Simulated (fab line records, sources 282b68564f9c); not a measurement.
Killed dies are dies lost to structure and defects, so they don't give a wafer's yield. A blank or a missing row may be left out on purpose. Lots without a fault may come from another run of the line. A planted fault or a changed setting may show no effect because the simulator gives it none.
fab line records | flow rit_cmos
record lots=6 wafers=18 last_day=6
route steps=202 shown PRETRO@72 GATE@75 FOX2@80
lots that met no fault: from a run of the same line without faults
start_h: hours from the record's first day to the start of the lot's first wafer shown | wait_h: hours since the lot's step before | " the same as in the row above | L1.1+2: a row that stands for several wafers | - no value, or no start given | * or withheld: withheld | < > ~ a bound
route shown NAME@n: a module of which the file shows steps, and the number in the route of the first | usual: mean/standard deviation of fault-free wafers | same: alike in all rows | chamber/n: place in a boat | sites: the reading at each site | _std_site: their standard deviation | _edge_site: outer sites' mean less inner sites' | radius_mm: how far each site lies from the wafer's centre | mask NAME#n: copy n | behind: the tool/chamber that last shaped the wafer | hold: why the lot was held/for how many hours/how that ended | device: the transistor (n, p or np) that didn't switch | end of line: the same wafers' tests at the end of the route | a step without rows: its recipe alone | killed: dies lost to structure and defects at the first sort, not the wafer's yield | map: a wafer's dies, x killed, . not, _ none there
set.NAME: the setting as run; set.NAME@STEP: as run at that earlier step | model.NAME: the simulator's own value behind a step, which no gauge read
lots at some steps of the route; a table a step, a row a wafer
services: from which hour (start_h, from the record's first day; less than 0 if before it) a tool's chamber was out of use, for how many hours, and why
## steps
# step RIT_PRETRO_IMPLANT_08
# recipe species=B energy_kev=45 dose_cm2=1.2e+13 tilt_deg=7
# step RIT_PRETRO_STRIP_09
# recipe chemistry=O2 time_s=180 resist=NOVOLAK platen_temp_c=withheld power_w=500 pressure_mtorr=4000 o2_flow_sccm=4000
# usual drypump_motor_current_A=5.4/0.45
# columns lot.wafer tool chamber start_h wait_h drypump_motor_current_A rf_hours_counter_h
L153.1 plasma_asher-01 1 40.46 0.1 5.0 41
L153.5 " 0 " " 5.4 -
L153.6 " 1 " " 5.0 -
L162.2 plasma_asher-01 0 82.87 0.1 5.4 46
L162.4 " 1 " " 5.1 -
L162.6 " 0 " " 5.4 -
L164.1 plasma_asher-01 0 91.13 0.1 5.4 47
L164.5 " 0 " " 5.4 -
L164.6 " 1 " " 5.1 -
L165.1 plasma_asher-02 1 96.31 0.1 5.5 27
L165.5 " 0 " " 5.9 -
L165.6 " 1 " " 5.5 -
L166.4 plasma_asher-01 0 103.05 0.1 5.4 -
L166.5 " 0 " " 5.4 -
L166.6 " 1 " " 5.1 -
L167.3 plasma_asher-02 0 107.57 0.1 5.9 -
L167.4 " 1 " " 5.5 -
L167.6 " 0 " " 5.8 -
# step RIT_PRETRO_TW_MEAS_10
# usual PRETRO_TW=466.2/2.8
# columns lot.wafer tool chamber start_h wait_h PRETRO_TW
L153.1 film_metro-01 - 40.63 0.1 462.9
L153.5 " - " " 463.0
L153.6 " - " " 466.3
L162.2 film_metro-01 - 83.06 0.1 463.2
L162.4 " - " " 462.6
L162.6 " - " " 461.1
L164.1 film_metro-01 - 91.31 0.1 465.4
L164.5 " - " " 463.7
L164.6 " - " " 462.3
L165.1 film_metro-01 - 96.49 0.1 462.7
L165.5 " - " " 462.6
L165.6 " - " " 462.5
L166.4 film_metro-02 - 103.20 0.1 469.3
L166.5 " - " " 469.8
L166.6 " - " " 469.9
L167.3 film_metro-03 - 107.71 0.1 466.9
L167.4 " - " " 465.0
L167.6 " - " " 467.6
# step RIT_GATE_WET_ETCH_00
# recipe chemistry=BOE target=SiO2 target_depth_nm=56 time_s=60 dry=n2_spin dilution=10:1 temp_c=21.5
# step RIT_GATE_CLEAN_01
# recipe chemistry=SC1 mix=3:3:50 time_s=600 temp_c=75
# step RIT_GATE_CLEAN_02
# recipe chemistry=dHF dilution=50:1 time_s=30
# step RIT_GATE_CLEAN_03
# recipe chemistry=SC2 mix=3:3:50 time_s=600 temp_c=75 dry=n2_spin
# step RIT_GATE_CLEAN_04
# recipe chemistry=dHF dilution=50:1 time_s=60 dry=n2_spin
# step RIT_FOX2_THK_MEAS_91
# recipe reads=SiO2_of_FOX2_OXIDATION_00
# usual FIELD_OXIDE_LEFT_2_THK=255/6.3
# columns lot.wafer tool chamber start_h wait_h FIELD_OXIDE_LEFT_2_THK[nm]
L153.1 film_metro-02 - 41.11 0.0 247
L153.5 " - " " 246
L153.6 " - " " 242
L162.2 film_metro-02 - 83.53 0.0 250
L162.4 " - " " 248
L162.6 " - " " 244
L164.1 film_metro-01 - 91.79 0.0 268
L164.5 " - " " 261
L164.6 " - " " 265
L165.1 film_metro-02 - 96.96 0.0 256
L165.5 " - " " 262
L165.6 " - " " 261
L166.4 film_metro-02 - 103.67 0.0 255
L166.5 " - " " 249
L166.6 " - " " 252
L167.3 film_metro-01 - 108.22 0.0 261
L167.4 " - " " 254
L167.6 " - " " 262
# step RIT_GATE_OXIDATION_05
# recipe temp_c=900 ambient=O2 target_thk_a=30 ox_time_s=270
# step RIT_GATE_ANNEAL_06
# recipe temp_c=900 time_s=600 ambient=N2O
# step RIT_GATE_THK_MEAS_07
# recipe reads=SiO2_of_GATE_OXIDATION_05
# usual GATE_OXIDE_THK=3.01/0.071
# columns lot.wafer tool chamber start_h wait_h GATE_OXIDE_THK[nm]
L153.1 film_metro-01 - 42.50 0.0 3.06
L153.5 " - " " 2.98
L153.6 " - " " 2.95
L162.2 film_metro-02 - 84.92 0.0 2.96
L162.4 " - " " 2.92
L162.6 " - " " 2.98
L164.1 film_metro-01 - 93.17 0.0 2.99
L164.5 " - " " 3.04
L164.6 " - " " 2.98
L165.1 film_metro-01 - 98.38 0.0 3.09
L165.5 " - " " 3.06
L165.6 " - " " 3.07
L166.4 film_metro-02 - 105.35 0.0 3.02
L166.5 " - " " 2.98
L166.6 " - " " 3.12
L167.3 film_metro-04 - 109.90 0.0 2.92
L167.4 " - " " 2.88
L167.6 " - " " 2.95
# step RIT_GATE_CVD_08
# recipe material=poly-Si target_thk_nm=250 temp_c=610 precursor=SiH4 time_s=2220 pressure_mtorr=300 sih4_flow_sccm=100
# usual pressure_mtorr=300.1/0.56 spike_tc_source_C=630.2/1.5 zone_power_centre_pct=27.7/2
# columns lot.wafer tool chamber start_h wait_h pressure_mtorr spike_tc_source_C zone_power_centre_pct model.poly-Si_of_GATE_CVD_08.thk_nm
L153.1 lpcvd-02 0 42.56 0.1 299.7 629.3 21.5 250.5
L153.5 " 0 " " 299.9 628.4 21.6 252.3
L153.6 " 0 " " 299.2 629.6 21.5 251.8
L162.2 lpcvd-01 0 84.97 0.0 300.3 631.8 27.9 251.6
L162.4 " 0 " " 299.5 631.9 27.7 251.3
L162.6 " 0 " " 300.0 629.8 28.0 250.9
L164.1 lpcvd-02 1 93.23 0.1 301.7 630.9 29.3 248.3
L164.5 " 1 " " 300.3 632.1 28.7 246.9
L164.6 " 1 " " 300.4 631.4 29.0 249.8
L165.1 lpcvd-01 1 98.44 0.1 300.7 627.5 27.5 386.2
L165.5 " 1 " " 299.7 631.8 27.2 384.8
L165.6 " 1 " " 299.2 627.8 27.4 383.2
L166.4 lpcvd-01 0 105.38 0.0 300.8 630.7 27.9 385.8
L166.5 " 0 " " 300.6 630.3 28.0 386.6
L166.6 " 0 " " 300.3 632.0 27.7 382.7
L167.3 lpcvd-02 1 109.94 0.0 299.9 631.4 28.9 249.7
L167.4 " 1 " " 299.6 632.7 28.9 249.7
L167.6 " 1 " " 300.4 631.1 29.2 250.4
# step RIT_GATE_THK_MEAS_09
# recipe reads=poly-Si_of_GATE_CVD_08
# usual GATE_POLY_THK=250.5/2.7
# columns lot.wafer tool chamber start_h wait_h GATE_POLY_THK[nm]
L153.1 film_metro-01 - 44.17 0.0 250.6
L153.5 " - " " 252.4
L153.6 " - " " 251.8
L162.2 film_metro-02 - 86.59 0.0 251.7
L162.4 " - " " 251.3
L162.6 " - " " 250.9
L164.1 film_metro-04 - 94.85 0.0 248.3
L164.5 " - " " 246.9
L164.6 " - " " 249.7
L165.1 film_metro-02 - 100.10 0.0 386.7
L165.5 " - " " 384.5
L165.6 " - " " 383.0
L166.4 film_metro-04 - 107.03 0.0 385.6
L166.5 " - " " 386.5
L166.6 " - " " 382.7
L167.3 film_metro-04 - 111.58 0.0 249.8
L167.4 " - " " 249.7
L167.6 " - " " 250.5
# step RIT_GATE_HMDS_10
# recipe prime_time_s=60 prime_temp_c=140
# step RIT_GATE_COAT_11
# recipe resist=NOVOLAK spin_rpm=4250 resist_thk_nm=850
# step RIT_GATE_SOFTBAKE_12
# recipe resist=NOVOLAK temp_c=90 time_s=60
# step RIT_GATE_EXPOSE_13
# recipe mask_id=M6 na=0.6 source_shape=conventional sigma_outer=0.6 target_cd_nm=150 dose_mj=380
# step RIT_GATE_PEB_14
# recipe resist=NOVOLAK temp_c=withheld time_s=withheld
# step RIT_GATE_DEVELOP_15
# recipe resist=NOVOLAK develop_time_s=50 dev_temp_c=23
# step RIT_GATE_CD_MEAS_16
# recipe target_cd_nm=150
# usual cd_nm=149.6/2.2
# columns lot.wafer tool chamber start_h wait_h cd_nm
L153.1 cd_sem-02 - 45.21 - 155.3
L153.5 " - " " 153.1
L153.6 " - " " 152.6
L162.2 cd_sem-02 - 87.51 - 151.3
L162.4 " - " " 150.9
L162.6 " - " " 149.9
L164.1 cd_sem-02 - 96.03 - 150.7
L164.5 " - " " 149.2
L164.6 " - " " 152.5
L165.1 cd_sem-02 - 101.11 - 148.3
L165.5 " - " " 147.4
L165.6 " - " " 148.0
L166.4 cd_sem-02 - 107.97 - 153.4
L166.5 " - " " 154.9
L166.6 " - " " 152.3
L167.3 cd_sem-02 - 112.77 - 149.2
L167.4 " - " " 151.1
L167.6 " - " " 146.6
# step RIT_GATE_OVL_MEAS_17
# usual GATE_OVL=0.2/1.6
# columns lot.wafer tool chamber start_h wait_h GATE_OVL[nm]
L153.1 overlay-01 - 45.33 0.1 1.3
L153.5 " - " " 2.1
L153.6 " - " " 1.2
L162.2 overlay-02 - 87.62 0.1 -1.1
L162.4 " - " " 0.7
L162.6 " - " " 0.7
L164.1 overlay-02 - 96.15 0.1 -2.7
L164.5 " - " " -0.6
L164.6 " - " " -0.1
L165.1 overlay-02 - 101.23 0.1 0.8
L165.5 " - " " -1.6
L165.6 " - " " -1.0
L166.4 overlay-02 - 108.05 0.1 2.1
L166.5 " - " " 1.5
L166.6 " - " " 1.0
L167.3 overlay-02 - 112.86 0.1 -1.4
L167.4 " - " " -2.3
L167.6 " - " " -0.9
# step RIT_GATE_HARDBAKE_18
# recipe resist=NOVOLAK temp_c=140 time_s=60
# step RIT_GATE_ETCH_19
# recipe chemistry=SF6/CHF3/O2 time_s=165 SF6_flow_sccm=30 CHF3_flow_sccm=30 O2_flow_sccm=5 target=poly-Si pressure_mtorr=40 rf_w=160 target_depth_a=3125 over_etch_frac=0.25 stop_on=SiO2
# usual SF6_flow_sccm=30.00/0.086 drypump_motor_current_A=5.96/0.28 oes_product_au=0.856/0.014 throttle_valve_pct=10.20/0.075
# columns lot.wafer tool chamber start_h wait_h SF6_flow_sccm drypump_motor_current_A oes_product_au rf_hours_counter_h throttle_valve_pct model.etch.depth_nm model.GATE.feature_depth_nm
L153.1 rie_si-01 2 45.51 0.1 29.88 6.04 0.839 112 10.31 250.5 250.5
L153.5 " 3 " " 30.04 6.18 0.862 - 10.09 252.3 252.3
L153.6 " 2 " " 30.03 6.00 0.844 - 10.30 251.8 251.8
L162.2 rie_si-01 2 87.80 0.1 29.97 6.02 0.848 112 10.30 251.6 251.6
L162.4 " 1 " " 30.18 5.43 0.850 - 10.19 251.3 251.3
L162.6 " 2 " " 29.88 6.02 0.835 - 10.31 250.9 250.9
L164.1 rie_si-01 3 96.34 0.1 29.95 6.22 0.839 143 10.11 248.3 248.3
L164.5 " 3 " " 29.88 6.18 0.844 - 10.08 246.9 246.9
L164.6 " 0 " " 29.86 5.72 0.862 - 10.14 249.8 249.8
L165.1 rie_si-02 1 101.54 0.1 29.93 5.98 0.954 2 10.26 296.1 296.1
L165.5 " 3 " " 30.02 6.47 0.997 - 10.28 302.7 302.7
L165.6 " 2 " " 30.08 5.86 0.991 - 10.20 305.1 305.1
L166.4 rie_si-01 1 108.21 0.1 29.94 5.42 0.979 3 10.19 303.9 303.9
L166.5 " 1 " " 29.94 5.42 0.990 - 10.19 306.5 306.5
L166.6 " 2 " " 30.07 6.01 1.000 - 10.30 319.1 319.1
L167.3 rie_si-02 2 113.04 0.1 29.96 5.83 0.854 2 10.20 249.7 249.7
L167.4 " 3 " " 29.92 6.45 0.873 - 10.27 249.7 249.7
L167.6 " 2 " " 30.13 5.83 0.865 - 10.20 250.4 250.4
# step RIT_GATE_STRIP_20
# recipe chemistry=O2 time_s=180 resist=NOVOLAK platen_temp_c=withheld power_w=500 pressure_mtorr=4000 o2_flow_sccm=4000
# usual drypump_motor_current_A=5.6/0.66
# columns lot.wafer tool chamber start_h wait_h drypump_motor_current_A rf_hours_counter_h
L153.1 plasma_asher-03 0 45.62 0.1 5.6 41
L153.5 " 0 " " 5.6 -
L153.6 " 1 " " 6.6 -
L162.2 plasma_asher-04 1 87.91 0.1 4.7 47
L162.4 " 0 " " 6.2 -
L162.6 " 0 " " 6.2 -
L164.1 plasma_asher-04 1 96.44 0.1 4.7 47
L164.5 " 0 " " 6.2 -
L164.6 " 1 " " 4.7 -
L165.1 plasma_asher-01 0 101.65 0.1 5.4 48
L165.5 " 1 " " 5.0 -
L165.6 " 0 " " 5.4 -
L166.4 plasma_asher-04 0 108.38 0.1 6.2 -
L166.5 " 1 " " 4.7 -
L166.6 " 0 " " 6.2 -
L167.3 plasma_asher-03 0 113.20 0.1 5.6 -
L167.4 " 1 " " 6.6 -
L167.6 " 1 " " 6.6 -
## services
# columns tool chamber start_h hours kind
rie_si-02 - 75.80 1.2 repair
rie_si-01 2 79.38 5.0 repair
rie_si-01 3 84.62 4.9 repair
plasma_asher-02 - 105.11 0.7 repair
plasma_asher-01 - 108.85 9.0 pm
plasma_asher-01 0 108.85 9.0 vent_cycle
plasma_asher-01 1 108.85 9.0 vent_cycle
rie_si-02 0 111.21 6.5 repair
## key
first_sign step=RIT_GATE_THK_MEAS_09 reading=GATE_POLY_THK direction=up sigmas=50 usual=250.5 struck=384.8
effect step=RIT_GATE_ETCH_19 reading=oes_product_au direction=up sigmas=9.1 usual=0.856 struck=0.985
model_effect step=RIT_GATE_CVD_08 value=poly-Si_of_GATE_CVD_08.thk_nm without=250.2 struck=384.9
model_effect step=RIT_GATE_ETCH_19 value=etch.depth_nm without=250.2 struck=305.5
met_at RIT_GATE_CVD_08
struck_wafers L165.1,L165.5,L165.6,L166.4,L166.5,L166.6
later_rows_left_out L165.1,L165.5,L165.6,L166.4,L166.5,L166.6
sort_left_out L165.1,L165.5,L165.6,L166.4,L166.5,L166.6
tester_left_out L165,L166
onset_between 84.97 98.44
fault kind=process_parameter_drift tool=lpcvd-01 chamber=- onset_h=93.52 steps=RIT_GATE_CVD_08 channel=target_thk_nm offset=134.68 shape=step end_h=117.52 acts_in=these_recipes_only stated=250
# tester_left_out: of these lots the tester's yield and bins aren't shown, on N5 and GAA mostly nor the transistor test; their killed dies are dies lost to structure and defects alone, not to doping, threshold or leakage, so they don't give the yield
# sort_left_out: the simulated sort isn't trusted on such a fault, so these wafers' sort isn't shown, and their yield isn't known
# later_rows_left_out: the simulator's readings of these wafers behind a module that went badly wrong aren't trusted and aren't shown, but for the sort
